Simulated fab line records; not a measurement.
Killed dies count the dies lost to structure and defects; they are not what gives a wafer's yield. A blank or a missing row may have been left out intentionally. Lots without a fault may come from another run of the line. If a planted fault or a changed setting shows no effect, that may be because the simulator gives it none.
Which of the tools did it? -- flow berkeley-cmos170 -- 14 lots with 42 wafers sampled at 4 steps, on a route of 331 steps

WHAT EACH GAUGE READ, for each wafer
UCB170_NWELL_TW_MEAS_16. Usual: NWELL_TW gives 1252 (standard deviation 6.4).
lot,measured,on,NWELL_TW,flag
L260,day 2 05:53,film-metro-04,1234 1241 1238,
L261,day 2 09:31,film-metro-01,1254 1255 1264,
L262,day 2 19:50,film-metro-01,1261 1262 1261,
L264,day 3 05:34,film-metro-02,1258 1254 1263,
L266,day 3 22:55,film-metro-04,1242 1252 1244,
L265,day 3 23:02,film-metro-01,1259 1249 1249,
L271,day 4 10:52,film-metro-04,1097 1096 1102,OFF
L269,day 4 11:08,film-metro-01,1103 1105 1111,OFF
L273,day 4 23:28,film-metro-02,1257 1253 1252,
L276,day 5 12:35,film-metro-01,1248 1246 1246,
L278,day 5 23:47,film-metro-04,1250 1248 1246,
L279,day 6 00:04,film-metro-02,1253 1256 1250,
L282,day 6 18:23,film-metro-01,1262 1265 1254,
L283,day 6 22:18,film-metro-02,1244 1250 1249,

UCB170_CONTACT_THK_MEAS_02. Usual: CONTACT_PSG_THK gives 700 nm (standard deviation 7).
lot,measured,on,CONTACT_PSG_THK (nm),flag
L260,day 6 17:37,film-metro-03,683 685 691,
L261,day 6 13:15,film-metro-02,697 698 695,
L262,day 7 12:21,film-metro-04,704 700 699,
L264,day 8 02:10,film-metro-02,704 704 700,
L266,day 8 02:10,film-metro-04,711 703 708,
L265,day 8 02:10,film-metro-03,701 705 704,
L271,day 9 07:15,film-metro-02,707 704 705,
L269,day 9 07:16,film-metro-03,709 709 708,
L273,day 9 05:29,film-metro-02,705 705 705,
L276,day 10 02:59,film-metro-03,702 695 700,
L278,day 10 19:48,film-metro-04,692 700 698,
L279,day 10 19:48,film-metro-03,695 691 694,
L282,day 11 02:53,film-metro-04,690 688 687,
L283,day 11 04:19,film-metro-03,709 709 710,

UCB170_M3_BOW_MEAS_20. Usual: M3_BOW gives 36 um (standard deviation 6.7).
lot,measured,on,M3_BOW (um),flag
L260,day 7 15:22,film-metro-03,42 29 33,
L261,day 7 13:48,film-metro-01,35 37 42,
L262,day 8 06:07,film-metro-04,41 45 51,
L264,day 9 01:17,film-metro-01,28 29 36,
L266,day 9 03:25,film-metro-01,35 44 40,
L265,day 9 03:11,film-metro-01,34 43 33,
L271,day 10 09:59,film-metro-04,39 35 36,
L269,day 10 10:16,film-metro-01,36 37 40,
L273,day 10 10:59,film-metro-04,35 42 37,
L276,day 11 00:13,film-metro-01,35 37 41,
L278,day 11 18:44,film-metro-01,30 39 39,
L279,day 11 19:35,film-metro-03,47 38 31,
L282,day 12 02:40,film-metro-01,36 38 44,
L283,day 12 02:59,film-metro-03,30 47 29,

TOOL THAT RAN EACH LOT (tool first, then ch and the chambers of the sampled wafers, then the start)
lot,UCB170_NWELL_IMPLANT_14
L260,"implanter-04 ch 0, day 2 05:38"
L261,"implanter-04 ch 0, day 2 09:17"
L262,"implanter-01 ch 0, day 2 19:35"
L264,"implanter-01 ch 0, day 3 05:19"
L266,"implanter-04 ch 0, day 3 22:40"
L265,"implanter-01 ch 0, day 3 22:47"
L271,"implanter-04 ch 0, day 4 10:37"
L269,"implanter-04 ch 0, day 4 10:54"
L273,"implanter-01 ch 0, day 4 23:14"
L276,"implanter-01 ch 0, day 5 12:22"
L278,"implanter-01 ch 0, day 5 23:32"
L279,"implanter-01 ch 0, day 5 23:49"
L282,"implanter-01 ch 0, day 6 18:08"
L283,"implanter-01 ch 0, day 6 22:05"
- UCB170_NWELL_IMPLANT_14

AS READ BY THE TOOLS THEMSELVES (means over the sampled wafers that have a number; for cases with no such wafer, the mark the record gives instead)
The record holds no such reading with a usual standard deviation.

THE ANSWER, worked out from the rows above alone
Rule: lot off if the mean of its wafers having a number is beyond 3 standard deviations from the usual mean. A lot without any number at a reading at which 4 lots or more have one is off too. Where the step has rows for the other lots, those lots are counted as sound. After the gauges, taken in route order, come the tools' own readings; for these a lot's mean is taken, as printed above. The first step at which some lot is off is used, and at that step the reading that is off furthest; a lot without a number counts as furthest.
Off: at UCB170_NWELL_TW_MEAS_16 (NWELL_TW), L271, L269.
A tool fits if, at a process step before that reading, it ran every lot that is off, and no sound lot after the first of them. The gauges at UCB170_NWELL_TW_MEAS_16 are tried like those tools. One fits: UCB170_NWELL_IMPLANT_14 on implanter-04. Its last sound lot is L266 (day 3 22:40), its first lot that is off L271 (day 4 10:37): a fault that began between those two fits.

WHAT HAD BEEN PUT IN BY THE SIMULATOR
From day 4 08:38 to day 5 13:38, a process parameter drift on implanter-04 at UCB170_NWELL_IMPLANT_14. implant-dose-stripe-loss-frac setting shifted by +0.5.
Lots struck among those shown: L271, L269. The rule above reached the same finding.
